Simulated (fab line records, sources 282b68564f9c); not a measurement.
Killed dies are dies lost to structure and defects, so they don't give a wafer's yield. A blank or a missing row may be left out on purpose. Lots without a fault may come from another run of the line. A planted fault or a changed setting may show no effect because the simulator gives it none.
fab line records | flow rit_cmos
record lots=5 wafers=15 last_day=7
route steps=202 shown NWELL@30 PWELL@39 WELLDRIVE@50 NRETRO@53 PRETRO@64
lots that met no fault: from a run of the same line without faults
start_h: hours from the record's first day to the start of the lot's first wafer shown | wait_h: hours since the lot's step before | " the same as in the row above | L1.1+2: a row that stands for several wafers | - no value, or no start given | * or withheld: withheld | < > ~ a bound
route shown NAME@n: a module of which the file shows steps, and the number in the route of the first | usual: mean/standard deviation of fault-free wafers | same: alike in all rows | chamber/n: place in a boat | sites: the reading at each site | _std_site: their standard deviation | _edge_site: outer sites' mean less inner sites' | radius_mm: how far each site lies from the wafer's centre | mask NAME#n: copy n | behind: the tool/chamber that last shaped the wafer | hold: why the lot was held/for how many hours/how that ended | device: the transistor (n, p or np) that didn't switch | end of line: the same wafers' tests at the end of the route | a step without rows: its recipe alone | killed: dies lost to structure and defects at the first sort, not the wafer's yield | map: a wafer's dies, x killed, . not, _ none there
set.NAME: the setting as run; set.NAME@STEP: as run at that earlier step | model.NAME: the simulator's own value behind a step, which no gauge read
lots at some steps of the route; a table a step, a row a wafer
services: from which hour (start_h, from the record's first day; less than 0 if before it) a tool's chamber was out of use, for how many hours, and why
## steps
# step RIT_NWELL_SOFTBAKE_02
# recipe resist=NOVOLAK temp_c=90 time_s=60
# columns lot.wafer tool chamber start_h wait_h
L075.2+4+5 litho_track-02 0 25.83 0.1
L089.3+5+6 litho_track-03 0 94.61 0.1
L092.1+3+6 litho_track-02 0 110.73 0.1
L095.1+3+5 litho_track-03 0 124.80 0.1
L097.4+5+6 litho_track-01 0 137.48 0.1
# step RIT_NWELL_EXPOSE_03
# recipe mask_id=M2 na=0.57 target_cd_nm=43900 dose_mj=250
# columns lot.wafer tool chamber start_h wait_h mask
L075.2+4+5 iline_stepper-02 0 26.10 0.2 M2#0
L089.3+5+6 iline_stepper-01 0 94.75 0.1 M2#0
L092.1+3+6 iline_stepper-01 0 110.88 0.1 M2#0
L095.1+3+5 iline_stepper-02 0 125.07 0.2 M2#0
L097.4+5+6 iline_stepper-01 0 137.61 0.1 M2#0
# step RIT_NWELL_PEB_04
# recipe resist=NOVOLAK temp_c=withheld time_s=withheld
# columns lot.wafer tool chamber start_h wait_h
L075.2+4+5 litho_track-03 0 26.22 0.1
L089.3+5+6 litho_track-02 0 94.87 0.1
L092.1+3+6 litho_track-02 0 110.99 0.1
L095.1+3+5 litho_track-01 0 125.19 0.1
L097.4+5+6 litho_track-01 0 137.74 0.1
# step RIT_NWELL_DEVELOP_05
# recipe resist=NOVOLAK develop_time_s=68 dev_temp_c=23
# columns lot.wafer tool chamber start_h wait_h
L075.2+4+5 litho_track-03 0 - -
L089.3+5+6 litho_track-02 0 - -
L092.1+3+6 litho_track-02 0 - -
L095.1+3+5 litho_track-01 0 - -
L097.4+5+6 litho_track-01 0 - -
# step RIT_NWELL_OVL_MEAS_06
# usual NWELL_OVL=0.7/1.1
# columns lot.wafer tool chamber start_h wait_h NWELL_OVL[nm]
L075.2 overlay-02 - 26.52 - 0.1
L075.4 " - " " 0.3
L075.5 " - " " 1.0
L089.3 overlay-02 - 95.15 - 1.6
L089.5 " - " " 0.1
L089.6 " - " " 0.4
L092.1 overlay-02 - 111.31 - 0.5
L092.3 " - " " 0.1
L092.6 " - " " 0.1
L095.1 overlay-01 - 125.50 - 0.2
L095.3 " - " " 1.2
L095.5 " - " " -0.6
L097.4 overlay-02 - 138.00 - -1.0
L097.5 " - " " -1.8
L097.6 " - " " -1.0
# step RIT_NWELL_HARDBAKE_07
# recipe resist=NOVOLAK temp_c=140 time_s=120
# columns lot.wafer tool chamber start_h wait_h
L075.2+4+5 litho_track-03 0 26.59 0.1
L089.3+5+6 litho_track-03 0 95.26 0.1
L092.1+3+6 litho_track-02 0 111.34 0.0
L095.1+3+5 litho_track-02 0 125.54 0.0
L097.4+5+6 litho_track-02 0 138.14 0.1
# step RIT_NWELL_IMPLANT_08
# recipe species=P energy_kev=170 dose_cm2=5e+13 tilt_deg=7
# usual dose_ions_cm2=5.001e+13/5.2e+10 faraday_current_uA=159/3.4
# same implant_ion_amu=31
# columns lot.wafer tool chamber start_h wait_h dose_ions_cm2 faraday_current_uA
L075.2 implanter-04 0 26.82 0.2 5.002e+13 160
L075.4 " 0 " " 5.001e+13 160
L075.5 " 0 " " 5.009e+13 154
L089.3 implanter-04 0 95.47 0.2 5.006e+13 161
L089.5 " 0 " " 5.002e+13 156
L089.6 " 0 " " 4.996e+13 163
L092.1 implanter-03 0 111.59 0.2 5.002e+13 163
L092.3 " 0 " " 5.002e+13 159
L092.6 " 0 " " 4.997e+13 160
L095.1 implanter-04 0 125.79 0.2 4.997e+13 163
L095.3 " 0 " " 4.999e+13 163
L095.5 " 0 " " 5.001e+13 154
L097.4 implanter-03 0 138.34 0.2 5.001e+13 153
L097.5 " 0 " " 5.006e+13 162
L097.6 " 0 " " 5.003e+13 161
# step RIT_NWELL_STRIP_09
# recipe chemistry=O2 time_s=180 resist=NOVOLAK platen_temp_c=withheld power_w=500 pressure_mtorr=4000 o2_flow_sccm=4000
# usual chamber_pressure_mTorr=4000/3.8 drypump_motor_current_A=5.62/0.3
# columns lot.wafer tool chamber start_h wait_h chamber_pressure_mTorr drypump_motor_current_A rf_hours_counter_h
L075.2 plasma_asher-04 1 26.95 0.1 4004 5.50 40
L075.4 " 0 " " 4002 5.89 -
L075.5 " 1 " " 4006 5.53 -
L089.3 plasma_asher-03 1 95.63 0.1 4002 5.47 -
L089.5 " 0 " " 4007 5.25 -
L089.6 " 1 " " 3998 5.45 -
L092.1 plasma_asher-04 1 111.74 0.1 4007 5.53 49
L092.3 " 0 " " 4002 5.89 -
L092.6 " 0 " " 3997 5.88 -
L095.1 plasma_asher-01 0 125.94 0.1 4000 5.38 1
L095.3 " 1 " " 3999 6.04 -
L095.5 " 1 " " 4005 6.04 -
L097.4 plasma_asher-01 1 138.48 0.1 4004 6.02 -
L097.5 " 1 " " 4003 6.00 -
L097.6 " 0 " " 4001 5.37 -
# step RIT_NWELL_TW_MEAS_10
# usual NWELL_TW=2152/17
# columns lot.wafer tool chamber start_h wait_h NWELL_TW
L075.2 film_metro-04 - 27.13 0.1 2122
L075.4 " - " " 2130
L075.5 " - " " 2133
L089.3 film_metro-04 - 95.77 0.1 2133
L089.5 " - " " 2150
L089.6 " - " " 2144
L092.1 film_metro-04 - 111.92 0.1 2145
L092.3 " - " " 2144
L092.6 " - " " 2155
L095.1 film_metro-04 - 126.11 0.1 2145
L095.3 " - " " 2129
L095.5 " - " " 2133
L097.4 film_metro-02 - 138.62 0.1 2162
L097.5 " - " " 2157
L097.6 " - " " 2154
# step RIT_PWELL_HMDS_00
# recipe prime_time_s=60 prime_temp_c=140
# usual prime_temp_c=140.03/0.15
# same prime_time_s=60
# columns lot.wafer tool chamber start_h wait_h prime_temp_c
L075.2 litho_track-04 0 27.21 0.1 139.88
L075.4 " 0 " " 139.84
L075.5 " 0 " " 139.94
L089.3 litho_track-02 0 95.86 0.1 140.06
L089.5 " 0 " " 140.21
L089.6 " 0 " " 140.13
L092.1 litho_track-04 0 111.98 0.1 140.03
L092.3 " 0 " " 140.15
L092.6 " 0 " " 140.13
L095.1 litho_track-02 0 126.17 0.1 140.06
L095.3 " 0 " " 139.92
L095.5 " 0 " " 139.99
L097.4 litho_track-04 0 138.73 0.1 140.11
L097.5 " 0 " " 140.00
L097.6 " 0 " " 139.97
# step RIT_PWELL_COAT_01
# recipe resist=NOVOLAK spin_rpm=2000 resist_thk_nm=1300
# columns lot.wafer tool chamber start_h wait_h
L075.2+4+5 litho_track-04 0 27.36 0.1
L089.3+5+6 litho_track-02 0 96.01 0.1
L092.1+3+6 litho_track-04 0 112.13 0.1
L095.1+3+5 litho_track-02 0 126.32 0.1
L097.4+5+6 litho_track-04 0 138.88 0.1
# step RIT_PWELL_SOFTBAKE_02
# recipe resist=NOVOLAK temp_c=90 time_s=60
# columns lot.wafer tool chamber start_h wait_h
L075.2+4+5 litho_track-04 0 27.51 0.1
L089.3+5+6 litho_track-02 0 96.16 0.1
L092.1+3+6 litho_track-04 0 112.28 0.1
L095.1+3+5 litho_track-02 0 126.47 0.1
L097.4+5+6 litho_track-04 0 139.03 0.1
# step RIT_PWELL_EXPOSE_03
# recipe mask_id=M3 na=0.57 target_cd_nm=43700 dose_mj=250
# columns lot.wafer tool chamber start_h wait_h mask
L075.2+4+5 iline_stepper-02 0 27.65 0.1 M3#0
L089.3+5+6 iline_stepper-01 0 96.30 0.1 M3#0
L092.1+3+6 iline_stepper-01 0 112.55 0.2 M3#0
L095.1+3+5 iline_stepper-01 0 126.62 0.1 M3#0
L097.4+5+6 iline_stepper-02 0 139.29 0.2 M3#0
# step RIT_PWELL_PEB_04
# recipe resist=NOVOLAK temp_c=withheld time_s=withheld
# columns lot.wafer tool chamber start_h wait_h
L075.2+4+5 litho_track-04 0 27.78 0.1
L089.3+5+6 litho_track-04 0 96.51 0.2
L092.1+3+6 litho_track-04 0 112.67 0.1
L095.1+3+5 litho_track-03 0 126.74 0.1
L097.4+5+6 litho_track-03 0 139.48 0.2
# step RIT_PWELL_DEVELOP_05
# recipe resist=NOVOLAK develop_time_s=68 dev_temp_c=23
# columns lot.wafer tool chamber start_h wait_h
L075.2+4+5 litho_track-04 0 - -
L089.3+5+6 litho_track-04 0 - -
L092.1+3+6 litho_track-04 0 - -
L095.1+3+5 litho_track-03 0 - -
L097.4+5+6 litho_track-03 0 - -
# step RIT_PWELL_OVL_MEAS_06
# usual PWELL_OVL=1.2/1.7
# columns lot.wafer tool chamber start_h wait_h PWELL_OVL[nm]
L075.2 overlay-02 - 28.07 - 0.8
L075.4 " - " " 3.8
L075.5 " - " " 2.4
L089.3 overlay-01 - 96.78 - 0.7
L089.5 " - " " 0.4
L089.6 " - " " 1.8
L092.1 overlay-02 - 112.98 - -0.8
L092.3 " - " " 0.8
L092.6 " - " " 1.7
L095.1 overlay-02 - 127.05 - -0.1
L095.3 " - " " 2.9
L095.5 " - " " 0.0
L097.4 overlay-01 - 139.74 - 2.3
L097.5 " - " " 3.4
L097.6 " - " " 3.8
# step RIT_PWELL_HARDBAKE_07
# recipe resist=NOVOLAK temp_c=140 time_s=120
# columns lot.wafer tool chamber start_h wait_h
L075.2+4+5 litho_track-02 0 28.14 0.1
L089.3+5+6 litho_track-02 0 96.89 0.1
L092.1+3+6 litho_track-04 0 113.02 0.0
L095.1+3+5 litho_track-04 0 127.09 0.0
L097.4+5+6 litho_track-02 0 139.88 0.1
# step RIT_PWELL_IMPLANT_08
# recipe species=B energy_kev=170 dose_cm2=7e+13 tilt_deg=7
# usual dose_ions_cm2=7e+13/8.3e+10 faraday_current_uA=222/4.1
# same implant_ion_amu=11
# columns lot.wafer tool chamber start_h wait_h dose_ions_cm2 faraday_current_uA
L075.2 implanter-01 0 28.38 0.2 6.998e+13 218
L075.4 " 0 " " 6.997e+13 219
L075.5 " 0 " " 7.009e+13 219
L089.3 implanter-02 0 97.11 0.2 7.002e+13 227
L089.5 " 0 " " 7e+13 223
L089.6 " 0 " " 6.997e+13 222
L092.1 implanter-01 0 113.27 0.2 6.993e+13 223
L092.3 " 0 " " 7.01e+13 217
L092.6 " 0 " " 6.998e+13 236
L095.1 implanter-02 0 127.34 0.2 6.996e+13 221
L095.3 " 0 " " 7.014e+13 216
L095.5 " 0 " " 7.02e+13 226
L097.4 implanter-04 0 140.08 0.2 6.997e+13 224
L097.5 " 0 " " 6.993e+13 219
L097.6 " 0 " " 7e+13 222
# step RIT_PWELL_STRIP_09
# recipe chemistry=O2 time_s=180 resist=NOVOLAK platen_temp_c=withheld power_w=500 pressure_mtorr=4000 o2_flow_sccm=4000
# usual chamber_pressure_mTorr=4000/3.8 drypump_motor_current_A=5.7/0.35
# columns lot.wafer tool chamber start_h wait_h chamber_pressure_mTorr drypump_motor_current_A rf_hours_counter_h
L075.2 plasma_asher-02 1 28.50 0.1 4004 6.0 22
L075.4 " 1 " " 3999 6.0 -
L075.5 " 0 " " 3997 6.3 -
L089.3 plasma_asher-03 0 97.26 0.1 3993 5.2 -
L089.5 " 1 " " 4002 5.4 -
L089.6 " 0 " " 4000 5.2 -
L092.1 plasma_asher-03 1 113.42 0.1 3999 5.5 49
L092.3 " 1 " " 4001 5.5 -
L092.6 " 0 " " 4000 5.2 -
L095.1 plasma_asher-03 1 127.49 0.1 3996 5.5 50
L095.3 " 1 " " 3996 5.5 -
L095.5 " 0 " " 4005 5.2 -
L097.4 plasma_asher-04 1 140.21 0.1 3993 5.5 -
L097.5 " 0 " " 3996 5.9 -
L097.6 " 1 " " 3999 5.5 -
# step RIT_PWELL_TW_MEAS_10
# usual PWELL_TW=956/6.9
# columns lot.wafer tool chamber start_h wait_h PWELL_TW
L075.2 film_metro-04 - 28.69 0.1 946
L075.4 " - " " 942
L075.5 " - " " 942
L089.3 film_metro-02 - 97.40 0.1 961
L089.5 " - " " 972
L089.6 " - " " 961
L092.1 film_metro-02 - 113.59 0.1 962
L092.3 " - " " 965
L092.6 " - " " 965
L095.1 film_metro-02 - 127.66 0.1 957
L095.3 " - " " 961
L095.5 " - " " 949
L097.4 film_metro-02 - 140.36 0.1 957
L097.5 " - " " 960
L097.6 " - " " 959
# step RIT_WELLDRIVE_ANNEAL_00
# recipe temp_c=1100 time_s=14700 ambient=N2
# usual zone_power_centre_pct=61/7.1
# columns lot.wafer tool chamber start_h wait_h zone_power_centre_pct
L075.2 furnace-04 0 28.74 0.0 68
L075.4 " 0 " " 68
L075.5 " 0 " " 68
L089.3 furnace-02 0 97.44 0.0 53
L089.5 " 0 " " 55
L089.6 " 0 " " 53
L092.1 furnace-02 0 113.65 0.1 54
L092.3 " 0 " " 54
L092.6 " 0 " " 53
L095.1 furnace-04 0 127.72 0.1 68
L095.3 " 0 " " 68
L095.5 " 0 " " 68
L097.4 furnace-02 0 140.47 0.1 53
L097.5 " 0 " " 53
L097.6 " 0 " " 53
# step RIT_WELLDRIVE_RS_MEAS_01
# recipe thk_meas_gauge=four-point-probe
# usual NWELL_RS=275.3/0.85
# columns lot.wafer tool chamber start_h wait_h NWELL_RS[ohm/sq]
L075.2 film_metro-02 - 33.84 0.0 277.0
L075.4 " - " " 276.6
L075.5 " - " " 275.9
L089.3 film_metro-04 - 102.56 0.0 275.9
L089.5 " - " " 276.3
L089.6 " - " " 276.4
L092.1 film_metro-02 - 118.74 0.0 275.6
L092.3 " - " " 276.3
L092.6 " - " " 274.9
L095.1 film_metro-02 - 132.81 0.0 275.2
L095.3 " - " " 275.8
L095.5 " - " " 275.7
L097.4 film_metro-02 - 145.61 0.1 275.3
L097.5 " - " " 277.2
L097.6 " - " " 276.8
# step RIT_WELLDRIVE_RS_MEAS_02
# recipe thk_meas_gauge=four-point-probe
# usual PWELL_RS=429.7/1.1
# columns lot.wafer tool chamber start_h wait_h PWELL_RS[ohm/sq]
L075.2 film_metro-02 - 33.96 0.1 430.8
L075.4 " - " " 429.7
L075.5 " - " " 430.9
L089.3 film_metro-04 - 102.68 0.1 429.9
L089.5 " - " " 430.9
L089.6 " - " " 431.3
L092.1 film_metro-02 - 118.86 0.1 430.0
L092.3 " - " " 430.5
L092.6 " - " " 429.2
L095.1 film_metro-02 - 132.93 0.1 430.6
L095.3 " - " " 429.6
L095.5 " - " " 431.1
L097.4 film_metro-02 - 145.73 0.1 430.2
L097.5 " - " " 429.9
L097.6 " - " " 429.2
# step RIT_NRETRO_HMDS_00
# recipe prime_time_s=60 prime_temp_c=140
# usual prime_temp_c=140.00/0.12
# same prime_time_s=60
# columns lot.wafer tool chamber start_h wait_h prime_temp_c
L075.2 litho_track-01 0 34.08 0.1 140.03
L075.4 " 0 " " 139.90
L075.5 " 0 " " 140.02
L089.3 litho_track-01 0 102.81 0.1 139.92
L089.5 " 0 " " 139.90
L089.6 " 0 " " 139.83
L092.1 litho_track-02 0 118.98 0.1 140.16
L092.3 " 0 " " 140.27
L092.6 " 0 " " 140.01
L095.1 litho_track-02 0 133.07 0.1 139.99
L095.3 " 0 " " 139.92
L095.5 " 0 " " 140.09
L097.4 litho_track-02 0 145.87 0.1 140.15
L097.5 " 0 " " 140.04
L097.6 " 0 " " 140.02
# step RIT_NRETRO_COAT_01
# recipe resist=NOVOLAK spin_rpm=2000 resist_thk_nm=1300
# columns lot.wafer tool chamber start_h wait_h
L075.2+4+5 litho_track-01 0 34.23 0.1
L089.3+5+6 litho_track-01 0 102.96 0.1
L092.1+3+6 litho_track-02 0 119.13 0.1
L095.1+3+5 litho_track-02 0 133.22 0.1
L097.4+5+6 litho_track-02 0 146.02 0.1
# step RIT_NRETRO_SOFTBAKE_02
# recipe resist=NOVOLAK temp_c=90 time_s=60
# columns lot.wafer tool chamber start_h wait_h
L075.2+4+5 litho_track-01 0 34.38 0.1
L089.3+5+6 litho_track-01 0 103.11 0.1
L092.1+3+6 litho_track-02 0 119.28 0.1
L095.1+3+5 litho_track-02 0 133.37 0.1
L097.4+5+6 litho_track-02 0 146.17 0.1
# step RIT_NRETRO_EXPOSE_03
# recipe mask_id=M4 na=0.57 target_cd_nm=43900 dose_mj=250
# columns lot.wafer tool chamber start_h wait_h mask
L075.2+4+5 iline_stepper-01 0 34.65 0.2 M4#0
L089.3+5+6 iline_stepper-01 0 103.25 0.1 M4#0
L092.1+3+6 iline_stepper-02 0 119.43 0.1 M4#0
L095.1+3+5 iline_stepper-01 0 133.65 0.2 M4#0
L097.4+5+6 iline_stepper-01 0 146.30 0.1 M4#0
# step RIT_NRETRO_PEB_04
# recipe resist=NOVOLAK temp_c=withheld time_s=withheld
# columns lot.wafer tool chamber start_h wait_h
L075.2+4+5 litho_track-02 0 34.86 0.2
L089.3+5+6 litho_track-01 0 103.38 0.1
L092.1+3+6 litho_track-04 0 119.54 0.1
L095.1+3+5 litho_track-02 0 133.76 0.1
L097.4+5+6 litho_track-04 0 146.44 0.1
# step RIT_NRETRO_DEVELOP_05
# recipe resist=NOVOLAK develop_time_s=68 dev_temp_c=23
# columns lot.wafer tool chamber start_h wait_h
L075.2+4+5 litho_track-02 0 - -
L089.3+5+6 litho_track-01 0 - -
L092.1+3+6 litho_track-04 0 - -
L095.1+3+5 litho_track-02 0 - -
L097.4+5+6 litho_track-04 0 - -
# step RIT_NRETRO_OVL_MEAS_06
# usual NRETRO_OVL=-0.2/1.5
# columns lot.wafer tool chamber start_h wait_h NRETRO_OVL[nm]
L075.2 overlay-02 - 35.15 - -0.9
L075.4 " - " " -0.8
L075.5 " - " " -1.6
L089.3 overlay-01 - 103.66 - -1.6
L089.5 " - " " -0.9
L089.6 " - " " -0.7
L092.1 overlay-01 - 119.86 - -0.5
L092.3 " - " " -0.3
L092.6 " - " " 0.4
L095.1 overlay-02 - 134.08 - -1.6
L095.3 " - " " -0.4
L095.5 " - " " -2.5
L097.4 overlay-02 - 146.69 - 0.0
L097.5 " - " " -2.0
L097.6 " - " " -1.7
# step RIT_NRETRO_HARDBAKE_07
# recipe resist=NOVOLAK temp_c=140 time_s=120
# columns lot.wafer tool chamber start_h wait_h
L075.2+4+5 litho_track-01 0 35.22 0.1
L089.3+5+6 litho_track-01 0 103.76 0.1
L092.1+3+6 litho_track-01 0 119.89 0.0
L095.1+3+5 litho_track-01 0 134.11 0.0
L097.4+5+6 litho_track-01 0 146.83 0.1
# step RIT_NRETRO_IMPLANT_08
# recipe species=P energy_kev=70 dose_cm2=1e+13 tilt_deg=7
# usual dose_ions_cm2=1.0001e+13/1.1e+10 faraday_current_uA=31.7/0.62
# same implant_ion_amu=31
# columns lot.wafer tool chamber start_h wait_h dose_ions_cm2 faraday_current_uA
L075.2 implanter-03 0 35.46 0.2 1.0017e+13 33.4
L075.4 " 0 " " 1.0012e+13 31.8
L075.5 " 0 " " 1.0023e+13 31.0
L089.3 implanter-03 0 103.98 0.2 9.996e+12 32.4
L089.5 " 0 " " 9.997e+12 30.6
L089.6 " 0 " " 9.984e+12 31.1
L092.1 implanter-03 0 120.14 0.2 1.002e+13 32.0
L092.3 " 0 " " 9.997e+12 31.4
L092.6 " 0 " " 1.0026e+13 31.1
L095.1 implanter-02 0 134.36 0.2 9.994e+12 30.7
L095.3 " 0 " " 1.0007e+13 30.4
L095.5 " 0 " " 9.993e+12 30.7
L097.4 implanter-02 0 147.03 0.2 9.986e+12 31.2
L097.5 " 0 " " 1.0014e+13 31.8
L097.6 " 0 " " 9.996e+12 31.6
# step RIT_NRETRO_STRIP_09
# recipe chemistry=O2 time_s=180 resist=NOVOLAK platen_temp_c=withheld power_w=500 pressure_mtorr=4000 o2_flow_sccm=4000
# usual chamber_pressure_mTorr=4000/3.3 drypump_motor_current_A=5.7/0.4
# columns lot.wafer tool chamber start_h wait_h chamber_pressure_mTorr drypump_motor_current_A rf_hours_counter_h
L075.2 plasma_asher-01 1 35.58 0.1 4001 6.0 38
L075.4 " 0 " " 4002 5.4 -
L075.5 " 1 " " 4001 6.0 -
L089.3 plasma_asher-02 0 104.14 0.1 4005 6.2 -
L089.5 " 1 " " 4002 5.9 -
L089.6 " 0 " " 3996 6.2 -
L092.1 plasma_asher-02 0 120.29 0.1 3993 6.2 32
L092.3 " 1 " " 3996 6.0 -
L092.6 " 1 " " 4000 6.0 -
L095.1 plasma_asher-02 1 134.51 0.1 4005 6.0 34
L095.3 " 0 " " 4004 6.2 -
L095.5 " 0 " " 4000 6.2 -
L097.4 plasma_asher-02 0 147.17 0.1 4000 6.2 -
L097.5 " 0 " " 3998 6.2 -
L097.6 " 1 " " 4003 6.0 -
# step RIT_NRETRO_TW_MEAS_10
# usual NRETRO_TW=1052/5.9
# columns lot.wafer tool chamber start_h wait_h NRETRO_TW
L075.2 film_metro-01 - 35.77 0.1 1062
L075.4 " - " " 1061
L075.5 " - " " 1060
L089.3 film_metro-04 - 104.28 0.1 1054
L089.5 " - " " 1046
L089.6 " - " " 1055
L092.1 film_metro-01 - 120.47 0.1 1057
L092.3 " - " " 1056
L092.6 " - " " 1055
L095.1 film_metro-03 - 134.69 0.1 1048
L095.3 " - " " 1047
L095.5 " - " " 1046
L097.4 film_metro-03 - 147.31 0.1 1050
L097.5 " - " " 1047
L097.6 " - " " 1046
# step RIT_PRETRO_HMDS_00
# recipe prime_time_s=60 prime_temp_c=140
# usual prime_temp_c=140.00/0.14
# same prime_time_s=60
# columns lot.wafer tool chamber start_h wait_h prime_temp_c
L075.2 litho_track-01 0 35.84 0.1 140.03
L075.4 " 0 " " 140.05
L075.5 " 0 " " 139.85
L089.3 litho_track-03 0 104.37 0.1 139.95
L089.5 " 0 " " 139.93
L089.6 " 0 " " 140.04
L092.1 litho_track-03 0 120.53 0.1 140.03
L092.3 " 0 " " 139.84
L092.6 " 0 " " 140.05
L095.1 litho_track-01 0 134.75 0.1 140.01
L095.3 " 0 " " 139.94
L095.5 " 0 " " 139.72
L097.4 litho_track-01 0 147.45 0.1 139.89
L097.5 " 0 " " 139.69
L097.6 " 0 " " 139.88
# step RIT_PRETRO_COAT_01
# recipe resist=NOVOLAK spin_rpm=2000 resist_thk_nm=1300
# columns lot.wafer tool chamber start_h wait_h
L075.2+4+5 litho_track-01 0 35.99 0.1
L089.3+5+6 litho_track-03 0 104.52 0.1
L092.1+3+6 litho_track-03 0 120.68 0.1
L095.1+3+5 litho_track-01 0 134.90 0.1
L097.4+5+6 litho_track-01 0 147.60 0.1
# step RIT_PRETRO_SOFTBAKE_02
# recipe resist=NOVOLAK temp_c=90 time_s=60
# columns lot.wafer tool chamber start_h wait_h
L075.2+4+5 litho_track-01 0 36.14 0.1
L089.3+5+6 litho_track-03 0 104.67 0.1
L092.1+3+6 litho_track-03 0 120.83 0.1
L095.1+3+5 litho_track-01 0 135.05 0.1
L097.4+5+6 litho_track-01 0 147.75 0.1
# step RIT_PRETRO_EXPOSE_03
# recipe mask_id=M5 na=0.57 target_cd_nm=43700 dose_mj=250
# columns lot.wafer tool chamber start_h wait_h mask
L075.2+4+5 iline_stepper-01 0 36.41 0.2 M5#0
L089.3+5+6 iline_stepper-02 0 104.93 0.2 M5#0
L092.1+3+6 iline_stepper-01 0 121.10 0.2 M5#0
L095.1+3+5 iline_stepper-02 0 135.32 0.2 M5#0
L097.4+5+6 iline_stepper-02 0 147.88 0.1 M5#0
# step RIT_PRETRO_PEB_04
# recipe resist=NOVOLAK temp_c=withheld time_s=withheld
# columns lot.wafer tool chamber start_h wait_h
L075.2+4+5 litho_track-03 0 36.53 0.1
L089.3+5+6 litho_track-01 0 105.06 0.1
L092.1+3+6 litho_track-04 0 121.30 0.2
L095.1+3+5 litho_track-04 0 135.44 0.1
L097.4+5+6 litho_track-01 0 148.02 0.1
# step RIT_PRETRO_DEVELOP_05
# recipe resist=NOVOLAK develop_time_s=68 dev_temp_c=23
# columns lot.wafer tool chamber start_h wait_h
L075.2+4+5 litho_track-03 0 - -
L089.3+5+6 litho_track-01 0 - -
L092.1+3+6 litho_track-04 0 - -
L095.1+3+5 litho_track-04 0 - -
L097.4+5+6 litho_track-01 0 - -
# step RIT_PRETRO_OVL_MEAS_06
# usual PRETRO_OVL=0.5/1.4
# columns lot.wafer tool chamber start_h wait_h PRETRO_OVL[nm]
L075.2 overlay-02 - 36.83 - 0.3
L075.4 " - " " 2.4
L075.5 " - " " 1.8
L089.3 overlay-01 - 105.33 - -0.7
L089.5 " - " " -1.7
L089.6 " - " " -0.1
L092.1 overlay-02 - 121.61 - 1.5
L092.3 " - " " 3.2
L092.6 " - " " 2.1
L095.1 overlay-02 - 135.75 - 0.3
L095.3 " - " " -0.2
L095.5 " - " " 0.2
L097.4 overlay-01 - 148.29 - -0.5
L097.5 " - " " -1.6
L097.6 " - " " -0.3
# step RIT_PRETRO_HARDBAKE_07
# recipe resist=NOVOLAK temp_c=140 time_s=120
# columns lot.wafer tool chamber start_h wait_h
L075.2+4+5 litho_track-01 0 36.90 0.1
L089.3+5+6 litho_track-04 0 105.44 0.1
L092.1+3+6 litho_track-01 0 121.65 0.0
L095.1+3+5 litho_track-03 0 135.79 0.0
L097.4+5+6 litho_track-01 0 148.43 0.1
# step RIT_PRETRO_IMPLANT_08
# recipe species=B energy_kev=45 dose_cm2=1.2e+13 tilt_deg=7
# usual dose_ions_cm2=1.2e+13/1.4e+10 faraday_current_uA=38.0/0.72
# same implant_ion_amu=11
# columns lot.wafer tool chamber start_h wait_h dose_ions_cm2 faraday_current_uA
L075.2 implanter-01 0 37.13 0.2 1.1978e+13 38.0
L075.4 " 0 " " 1.198e+13 38.3
L075.5 " 0 " " 1.1992e+13 38.2
L089.3 implanter-04 0 105.66 0.2 1.2005e+13 37.6
L089.5 " 0 " " 1.2005e+13 39.7
L089.6 " 0 " " 1.1997e+13 37.3
L092.1 implanter-04 0 121.90 0.2 1.1998e+13 38.4
L092.3 " 0 " " 1.2006e+13 37.3
L092.6 " 0 " " 1.2011e+13 37.8
L095.1 implanter-03 0 136.04 0.2 1.2005e+13 38.5
L095.3 " 0 " " 1.2015e+13 36.4
L095.5 " 0 " " 1.203e+13 38.6
L097.4 implanter-04 0 148.63 0.2 1.2005e+13 38.3
L097.5 " 0 " " 1.1981e+13 37.8
L097.6 " 0 " " 1.1993e+13 38.1
# step RIT_PRETRO_STRIP_09
# recipe chemistry=O2 time_s=180 resist=NOVOLAK platen_temp_c=withheld power_w=500 pressure_mtorr=4000 o2_flow_sccm=4000
# usual chamber_pressure_mTorr=4000/3.5 drypump_motor_current_A=5.87/0.28
# columns lot.wafer tool chamber start_h wait_h chamber_pressure_mTorr drypump_motor_current_A rf_hours_counter_h
L075.2 plasma_asher-01 1 37.26 0.1 3991 6.04 38
L075.4 " 1 " " 3999 6.04 -
L075.5 " 1 " " 4004 6.05 -
L089.3 plasma_asher-02 0 105.81 0.1 3997 6.30 -
L089.5 " 1 " " 3999 6.01 -
L089.6 " 0 " " 3996 6.27 -
L092.1 plasma_asher-04 1 122.05 0.1 4002 5.50 51
L092.3 " 0 " " 4000 5.88 -
L092.6 " 1 " " 3995 5.53 -
L095.1 plasma_asher-02 1 136.19 0.1 4001 5.96 34
L095.3 " 1 " " 4005 5.97 -
L095.5 " 1 " " 4007 5.97 -
L097.4 plasma_asher-04 0 148.76 0.1 3998 5.88 -
L097.5 " 0 " " 3998 5.88 -
L097.6 " 1 " " 4002 5.51 -
# step RIT_PRETRO_TW_MEAS_10
# usual PRETRO_TW=479/3.1
# columns lot.wafer tool chamber start_h wait_h PRETRO_TW
L075.2 film_metro-02 - 37.44 0.1 479
L075.4 " - " " 483
L075.5 " - " " 483
L089.3 film_metro-03 - 105.95 0.1 473
L089.5 " - " " 476
L089.6 " - " " 478
L092.1 film_metro-02 - 122.22 0.1 481
L092.3 " - " " 479
L092.6 " - " " 481
L095.1 film_metro-03 - 136.36 0.1 472
L095.3 " - " " 476
L095.5 " - " " 475
L097.4 film_metro-01 - 148.91 0.1 481
L097.5 " - " " 481
L097.6 " - " " 480
## services
# columns tool chamber start_h hours kind
iline_stepper-02 0 3.22 - calibration
furnace-02 - 10.57 3.2 pm
implanter-04 - 15.75 0.7 repair
plasma_asher-01 - 17.66 12.7 repair
iline_stepper-01 - 29.45 1.7 pm
implanter-01 - 44.20 4.1 pm
iline_stepper-02 - 49.07 1.7 pm
implanter-01 - 49.39 4.1 repair
iline_stepper-01 - 66.70 5.9 repair
plasma_asher-04 - 71.49 0.9 repair
implanter-03 - 84.88 6.5 repair
iline_stepper-02 - 108.06 4.4 pm
plasma_asher-01 - 108.75 9.0 pm
plasma_asher-01 0 108.75 9.0 vent_cycle
plasma_asher-01 1 108.75 9.0 vent_cycle
plasma_asher-03 - 114.87 0.8 repair
implanter-02 - 114.88 8.7 pm
plasma_asher-01 0 117.75 - clean
plasma_asher-01 1 117.75 - clean
iline_stepper-01 0 132.16 - calibration
## key
fault none
